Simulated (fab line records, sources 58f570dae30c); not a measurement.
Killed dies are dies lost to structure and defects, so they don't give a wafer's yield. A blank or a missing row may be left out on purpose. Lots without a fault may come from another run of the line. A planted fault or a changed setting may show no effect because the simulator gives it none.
Which tool did it? | flow berkeley_cmos170 | 15 lots, 45 wafers sampled, at 6 steps of a route of 331

WHAT THE GAUGES READ, wafer by wafer
UCB170_START_BOW_MEAS_00. Usual: INCOMING_BOW -1 um, standard deviation 6.5.
lot  | measured    | on            | INCOMING_BOW (um) | flag
L625 | day 1 10:00 | film_metro-03 | 7 -2 -5           |
L628 | day 2 01:00 | film_metro-01 | -2 -1 16          |
L629 | day 2 06:00 | film_metro-02 | 1 -10 -18         |
L631 | day 2 16:02 | film_metro-02 | -2 -3 9           |
L632 | day 2 21:00 | film_metro-02 | 6 6 -6            |
L633 | day 3 02:00 | film_metro-03 | 1 -14 -9          |
L634 | day 3 07:01 | film_metro-02 | 4 -9 -1           |
L635 | day 3 12:00 | film_metro-02 | -2 -4 1           |
L637 | day 3 22:00 | film_metro-02 | -11 -9 -7         |
L638 | day 4 03:01 | film_metro-03 | 3 11 -6           |
L639 | day 4 08:02 | film_metro-01 | -3 3 10           |
L641 | day 4 18:00 | film_metro-01 | 4 7 2             |
L644 | day 5 09:02 | film_metro-03 | 0 -9 -9           |
L646 | day 5 19:02 | film_metro-03 | 4 4 8             |
L648 | day 6 05:02 | film_metro-01 | -4 -5 10          |

UCB170_NSD_TW_MEAS_10. Usual: NSD_TW 4180, standard deviation 30.
lot  | measured     | on            | NSD_TW         | flag
L625 | day 7 12:55  | film_metro-01 | 4123 4141 4133 |
L628 | day 8 12:27  | film_metro-02 | 4181 4197 4208 |
L629 | day 8 11:20  | film_metro-02 | 4184 4205 4192 |
L631 | day 8 14:58  | film_metro-01 | 4122 4151 4153 |
L632 | day 9 13:56  | film_metro-02 | 4214 4202 4190 |
L633 | day 9 13:50  | film_metro-01 | 4174 4150 4166 |
L634 | day 9 13:40  | film_metro-03 | 4191 4216 4170 |
L635 | day 10 00:41 | film_metro-01 | 4130 4133 4132 |
L641 | day 11 04:44 | film_metro-01 | 4181 4212 4196 |
L644 | day 11 05:29 | film_metro-01 | 4188 4184 4199 |
L646 | day 11 17:15 | film_metro-03 | 4188 4215 4193 |
L648 | day 12 06:34 | film_metro-01 | 4177 4154 4176 |

UCB170_M3_CD_MEAS_15: target cd 700 nm. Usual: cd_nm 699.8 nm, standard deviation 1.4.
lot  | measured     | on        | cd_nm (nm)        | flag
L625 | day 8 16:03  | cd_sem-01 | 701.1 701.5 700.5 |
L628 | day 9 12:15  | cd_sem-02 | 699.7 699.9 700.8 |
L629 | day 9 09:23  | cd_sem-02 | 701.8 702.0 701.2 |
L631 | day 9 13:56  | cd_sem-01 | 702.6 702.6 701.7 |
L632 | day 10 19:04 | cd_sem-01 | 699.6 699.1 700.8 |
L633 | day 10 18:35 | cd_sem-01 | 700.5 699.4 698.6 |
L634 | day 10 16:59 | cd_sem-02 | 699.7 699.3 697.9 |
L635 | day 11 03:17 | cd_sem-01 | 698.7 700.0 701.3 |
L641 | day 12 04:39 | cd_sem-01 | 700.2 700.0 698.0 |
L644 | day 12 07:10 | cd_sem-01 | 699.0 700.1 698.5 |
L646 | day 12 16:53 | cd_sem-02 | 698.4 698.0 698.5 |
L648 | day 13 06:29 | cd_sem-02 | 702.9 704.5 703.4 |

WHICH TOOL RAN EACH LOT (tool, then ch and the chambers of the sampled wafers, then the start)
lot  | UCB170_ZERO_DEVELOP_05           | UCB170_ZERO_ETCH_06               | UCB170_ZERO_STRIP_07
L625 | litho_track-02 ch 0, day 1 23:00 | rie_diel-03 ch 0,2,3, day 1 23:40 | plasma_asher-02 ch 0,1, day 1 23:41
L628 | litho_track-03 ch 0, day 2 15:00 | rie_diel-03 ch 0,3, day 2 16:05   | plasma_asher-02 ch 0,1, day 2 16:07
L629 | litho_track-03 ch 0, day 2 16:00 | rie_diel-02 ch 0,1,3, day 2 16:22 | plasma_asher-04 ch 0,1, day 2 16:23
L631 | litho_track-03 ch 0, day 3 00:00 | rie_diel-04 ch 2,3, day 3 00:24   | plasma_asher-04 ch 0,1, day 3 00:28
L632 | litho_track-02 ch 0, day 3 10:00 | rie_diel-02 ch 0,2,3, day 3 11:06 | plasma_asher-02 ch 0,1, day 3 11:07
L633 | litho_track-01 ch 0, day 3 18:00 | rie_diel-02 ch 0,2,3, day 3 18:58 | plasma_asher-02 ch 0,1, day 3 18:59
L634 | litho_track-01 ch 0, day 3 19:00 | rie_diel-04 ch 0,2,3, day 3 19:14 | plasma_asher-01 ch 0, day 3 19:16
L635 | litho_track-03 ch 0, day 4 06:00 | rie_diel-04 ch 0,2,3, day 4 06:26 | plasma_asher-02 ch 0,1, day 4 06:27
L637 | litho_track-03, day 4 10:00      | rie_diel-02 ch 0,1,2, day 4 11:03 | plasma_asher-01 ch 0,1, day 4 11:04
L638 | litho_track-01, day 4 10:00      | rie_diel-03 ch 2,3, day 4 10:49   | plasma_asher-02 ch 0,1, day 4 10:50
L639 | litho_track-03, day 4 20:00      | rie_diel-03 ch 0,1,3, day 4 20:32 | plasma_asher-02 ch 0,1, day 4 20:35
L641 | litho_track-03 ch 0, day 5 08:00 | rie_diel-03 ch 0,2,3, day 5 08:24 | plasma_asher-01 ch 0,1, day 5 08:26
L644 | litho_track-02 ch 0, day 5 21:00 | rie_diel-02 ch 0,2,3, day 5 21:15 | plasma_asher-02 ch 0,1, day 5 21:19
L646 | litho_track-03 ch 0, day 6 03:00 | rie_diel-04 ch 0,2, day 6 03:56   | plasma_asher-01 ch 0,1, day 6 03:59
L648 | litho_track-03 ch 0, day 6 22:00 | rie_diel-03 ch 0,1, day 6 22:19   | plasma_asher-04 ch 0,1, day 6 22:22
- UCB170_ZERO_DEVELOP_05: develop time 45 s.
- UCB170_ZERO_ETCH_06: etches SiO2 in CHF3/CF4/Ar, time 12 s.
- UCB170_ZERO_STRIP_07: strips in O2.

WHAT THE TOOLS THEMSELVES READ (means of the sampled wafers that have a number; where no wafer has one, the mark that the record gives instead)
UCB170_ZERO_DEVELOP_05. Usual: chill_plate_temp_C 23.02 C, standard deviation 0.09.
lot  | tool           | chill_plate_temp_C (C) | flag
L625 | litho_track-02 | 22.97                  |
L628 | litho_track-03 | 22.90                  |
L629 | litho_track-03 | 23.11                  |
L631 | litho_track-03 | 22.95                  |
L632 | litho_track-02 | 22.97                  |
L633 | litho_track-01 | 23.11                  |
L634 | litho_track-01 | 23.01                  |
L635 | litho_track-03 | 23.03                  |
L637 | litho_track-03 | -                      | OFF
L638 | litho_track-01 | -                      | OFF
L639 | litho_track-03 | -                      | OFF
L641 | litho_track-03 | 23.07                  |
L644 | litho_track-02 | 23.12                  |
L646 | litho_track-03 | 23.11                  |
L648 | litho_track-03 | 22.91                  |

UCB170_ZERO_ETCH_06. Usual: drypump_motor_current_A 5.4 A, standard deviation 0.43; oes_product_au 0.622 a.u., standard deviation 0.0077; throttle_valve_pct 9.23 %, standard deviation 0.12.
lot  | tool        | drypump_motor_current_A (A) | oes_product_au (a.u.) | throttle_valve_pct (%) | flag
L625 | rie_diel-03 | 5.7                         | 0.615                 | 9.17                   |
L628 | rie_diel-03 | 5.2                         | 0.610                 | 9.24                   |
L629 | rie_diel-02 | 5.0                         | 0.626                 | 9.20                   |
L631 | rie_diel-04 | 5.7                         | 0.617                 | 9.38                   |
L632 | rie_diel-02 | 5.2                         | 0.628                 | 9.20                   |
L633 | rie_diel-02 | 5.2                         | 0.625                 | 9.21                   |
L634 | rie_diel-04 | 5.4                         | 0.621                 | 9.32                   |
L635 | rie_diel-04 | 5.5                         | 0.624                 | 9.32                   |
L637 | rie_diel-02 | 5.1                         | 0.376                 | 9.17                   | OFF
L638 | rie_diel-03 | 6.1                         | 0.372                 | 9.15                   | OFF
L639 | rie_diel-03 | 5.4                         | 0.376                 | 9.17                   | OFF
L641 | rie_diel-03 | 5.7                         | 0.613                 | 9.16                   |
L644 | rie_diel-02 | 5.2                         | 0.625                 | 9.20                   |
L646 | rie_diel-04 | 5.3                         | 0.623                 | 9.31                   |
L648 | rie_diel-03 | 5.2                         | 0.627                 | 9.12                   |

UCB170_ZERO_STRIP_07. Usual: drypump_motor_current_A 5.7 A, standard deviation 0.42; oes_product_au 0.727 a.u., standard deviation 0.0049; strip_time_to_endpoint_s 21.77 s, standard deviation 0.06.
lot  | tool            | drypump_motor_current_A (A) | oes_product_au (a.u.) | strip_time_to_endpoint_s (s) | flag
L625 | plasma_asher-02 | 5.9                         | 0.727                 | 21.75                        |
L628 | plasma_asher-02 | 5.5                         | 0.726                 | 21.66                        |
L629 | plasma_asher-04 | 6.1                         | 0.729                 | 21.75                        |
L631 | plasma_asher-04 | 6.0                         | 0.727                 | 21.86                        |
L632 | plasma_asher-02 | 5.8                         | 0.728                 | 21.80                        |
L633 | plasma_asher-02 | 5.8                         | 0.730                 | 21.76                        |
L634 | plasma_asher-01 | 5.7                         | 0.726                 | 21.81                        |
L635 | plasma_asher-02 | 5.5                         | 0.727                 | 21.81                        |
L637 | plasma_asher-01 | 5.5                         | 0.729                 | 22.09                        | OFF
L638 | plasma_asher-02 | 5.5                         | 0.724                 | 22.06                        | OFF
L639 | plasma_asher-02 | 5.8                         | 0.726                 | 22.09                        | OFF
L641 | plasma_asher-01 | 5.5                         | 0.725                 | 21.70                        |
L644 | plasma_asher-02 | 5.8                         | 0.726                 | 21.75                        |
L646 | plasma_asher-01 | 5.5                         | 0.728                 | 21.80                        |
L648 | plasma_asher-04 | 6.1                         | 0.725                 | 21.80                        |

THE ANSWER, worked out from the rows above alone
Rule: a lot is off if the mean of its wafers that have a number lies more than 3 standard deviations from the usual mean. A lot without any number at a reading at which 4 lots or more have one is off too. The other lots that the step has rows for count as sound. The gauges are gone through in route order, then the tools' own readings, and for those a lot's mean is taken as printed above. The first step at which some lot is off is used, and at that step the reading that is off furthest; a lot without a number counts as furthest.
Off: L637, L638, L639, at UCB170_ZERO_DEVELOP_05 (chill_plate_temp_C). Without a number there: L637, L638, L639.
A tool fits if, at that step or a process step before it, it ran every lot that is off, and no sound lot after the first of them. None of those tried fits.

WHAT THE SIMULATOR HAD PUT IN
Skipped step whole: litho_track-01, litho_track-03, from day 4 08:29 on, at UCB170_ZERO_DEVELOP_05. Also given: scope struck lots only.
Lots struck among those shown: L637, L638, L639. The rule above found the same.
